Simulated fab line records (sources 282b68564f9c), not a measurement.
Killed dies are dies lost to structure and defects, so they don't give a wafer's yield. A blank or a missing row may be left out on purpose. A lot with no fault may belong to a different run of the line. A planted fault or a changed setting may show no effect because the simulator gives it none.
fab line records + flow rit_cmos
[record]
- lots = 15
- wafers = 45
- last_day = 7
route steps=202 shown NWELL@31
lots that met no fault: from a run of the same line without faults
start_h: start of the lot's first displayed wafer, in hours after the record's first day + wait_h: how many hours have passed since the lot's step before this one + " identical to the entry in the row above + L1.1+2: a row that stands for several wafers + - no value present, or no start provided + * or withheld: withheld + < > ~ a bound
route shown NAME@n: names a module that has steps shown in the file, with the first one's number in the route + usual: mean/standard deviation of fault-free wafers + same: alike in all rows + chamber/n: place in a boat + sites: readings site by site + _std_site: standard deviation of those values + _edge_site: outer sites' mean less inner sites' + radius_mm: for every site, how far away it sits from the centre of the wafer + mask NAME#n: copy n + behind: the last tool/chamber to shape the wafer + hold: cause of the lot's hold/its duration in hours/its outcome + device: names the non-switching transistor (n, p or np) + end of line: tests run on the same wafers once the route is complete + where a step has no rows: the recipe by itself + killed: the dies lost at the first sort to structure and to defects; this is not the yield of the wafer + map: dies across one wafer; x = killed, . = not, _ = none there
set.NAME: the setting that was run; set.NAME@STEP: the one run at that earlier step + model.NAME: the simulator's own value behind a step, which no gauge read
one table for each step of the route and one row for each wafer, over a sample of lots
services: a tool's chamber out of use, with start hour (start_h, from the record's first day; less than 0 if before it), hours out, and reason
[[steps]]
[step RIT_NWELL_EXPOSE_03]
[recipe]
- mask_id = M2
- na = 0.57
- target_cd_nm = 43900
- dose_mj = 250
| lot.wafer  | tool             | chamber | start_h | wait_h | mask |
|------------|------------------|---------|---------|--------|------|
| L399.2+4+6 | iline_stepper-02 | 0       | 22.90   | 0.2    | M2#0 |
| L400.1+3+4 | iline_stepper-01 | 0       | 28.59   | 2.2    | M2#0 |
| L401.3+5+6 | iline_stepper-02 | 0       | 31.65   | 0.2    | M2#0 |
| L402.3+4+5 | iline_stepper-02 | 0       | 36.28   | 0.1    | M2#0 |
| L403.2+3+5 | iline_stepper-01 | 0       | 40.96   | 0.2    | M2#0 |
| L404.3+5+6 | iline_stepper-02 | 0       | 46.47   | 0.2    | M2#0 |
| L405.2+4+6 | iline_stepper-01 | 0       | 51.64   | 0.2    | M2#0 |
| L406.1+2+3 | iline_stepper-01 | 0       | 55.88   | 0.1    | M2#0 |
| L407.1+5+6 | iline_stepper-01 | 0       | 63.23   | 0.1    | M2#0 |
| L408.2+3+6 | iline_stepper-01 | 0       | 67.34   | 0.1    | M2#0 |
| L409.1+2+6 | iline_stepper-02 | 0       | 71.84   | 0.2    | M2#0 |
| L415.1+2+5 | iline_stepper-01 | 0       | 101.52  | 0.2    | M2#0 |
| L418.2+3+5 | iline_stepper-01 | 0       | 125.00  | 0.2    | M2#0 |
| L419.1+4+5 | iline_stepper-01 | 0       | 127.72  | 0.1    | M2#0 |
| L420.2+3+4 | iline_stepper-02 | 0       | 130.27  | 0.2    | M2#0 |
[step RIT_NWELL_OVL_MEAS_06]
[usual]
- NWELL_OVL = -0.7/1.4
| lot.wafer | tool       | chamber | start_h | wait_h | NWELL_OVL[nm] |
|-----------|------------|---------|---------|--------|---------------|
| L399.2    | overlay-02 | -       | 23.32   | -      | 1.2           |
| L399.4    | "          | -       | "       | "      | -1.5          |
| L399.6    | "          | -       | "       | "      | -1.8          |
| L400.1    | overlay-02 | -       | 29.02   | -      | -0.3          |
| L400.3    | "          | -       | "       | "      | -0.9          |
| L400.4    | "          | -       | "       | "      | -0.1          |
| L401.3    | overlay-01 | -       | 32.16   | -      | -0.7          |
| L401.5    | "          | -       | "       | "      | -2.0          |
| L401.6    | "          | -       | "       | "      | -1.4          |
| L402.3    | overlay-01 | -       | 36.69   | -      | -2.4          |
| L402.4    | "          | -       | "       | "      | -2.4          |
| L402.5    | "          | -       | "       | "      | -3.4          |
| L403.2    | overlay-01 | -       | 41.44   | -      | -0.4          |
| L403.3    | "          | -       | "       | "      | -0.1          |
| L403.5    | "          | -       | "       | "      | 1.3           |
| L404.3    | overlay-02 | -       | 46.87   | -      | -0.8          |
| L404.5    | "          | -       | "       | "      | -0.2          |
| L404.6    | "          | -       | "       | "      | -0.3          |
| L405.2    | overlay-01 | -       | 52.05   | -      | -2.4          |
| L405.4    | "          | -       | "       | "      | -3.4          |
| L405.6    | "          | -       | "       | "      | -3.1          |
| L406.1    | overlay-01 | -       | 56.31   | -      | -2.0          |
| L406.2    | "          | -       | "       | "      | -1.5          |
| L406.3    | "          | -       | "       | "      | -1.3          |
| L407.1    | overlay-01 | -       | 63.66   | -      | -1.2          |
| L407.5    | "          | -       | "       | "      | 2.0           |
| L407.6    | "          | -       | "       | "      | -0.5          |
| L408.2    | overlay-01 | -       | 67.75   | -      | -2.1          |
| L408.3    | "          | -       | "       | "      | 0.2           |
| L408.6    | "          | -       | "       | "      | -1.8          |
| L409.1    | overlay-01 | -       | 72.27   | -      | -2.5          |
| L409.2    | "          | -       | "       | "      | -0.7          |
| L409.6    | "          | -       | "       | "      | -3.6          |
| L415.1    | overlay-02 | -       | 101.95  | -      | -177.9        |
| L415.2    | "          | -       | "       | "      | -179.0        |
| L415.5    | "          | -       | "       | "      | -178.2        |
| L418.2    | overlay-01 | -       | 125.41  | -      | -180.7        |
| L418.3    | "          | -       | "       | "      | -180.1        |
| L418.5    | "          | -       | "       | "      | -181.1        |
| L419.1    | overlay-02 | -       | 128.15  | -      | -180.4        |
| L419.4    | "          | -       | "       | "      | -182.5        |
| L419.5    | "          | -       | "       | "      | -182.9        |
| L420.2    | overlay-01 | -       | 130.68  | -      | -0.3          |
| L420.3    | "          | -       | "       | "      | -1.1          |
| L420.4    | "          | -       | "       | "      | -0.5          |
[[services]]
| tool             | chamber | start_h | hours | kind                    |
|------------------|---------|---------|-------|-------------------------|
| iline_stepper-01 | -       | 28.59   | -     | consumable_replace:lamp |
| iline_stepper-02 | -       | 49.74   | 9.0   | repair                  |
| iline_stepper-01 | -       | 102.16  | 5.5   | repair                  |
| iline_stepper-02 | 0       | 110.26  | -     | calibration             |
[[key]]
[first_sign]
- step = RIT_NWELL_OVL_MEAS_06
- reading = NWELL_OVL
- direction = down
- sigmas = 99+
- usual = -0.7
- struck = -180.3
effect none on later readings
met_at RIT_NWELL_EXPOSE_03
struck_lots L415,L418,L419
rows_end L415.1,L415.5
tester_left_out L415,L418,L419
onset_between 67.34 101.52
[fault]
- kind = scanner_matching_overlay
- tool = iline_stepper-01
- chamber = -
- onset_h = 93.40
- steps = RIT_NWELL_EXPOSE_03
- offset = -180
// tester_left_out: of these lots the tester's yield and bins aren't shown, on N5 and GAA mostly nor the transistor test; their killed dies are dies lost to structure and defects alone, not to doping, threshold or leakage, so they don't give the yield
// rows_end: these wafers met a further fault down the route, and their rows from its step on are left out
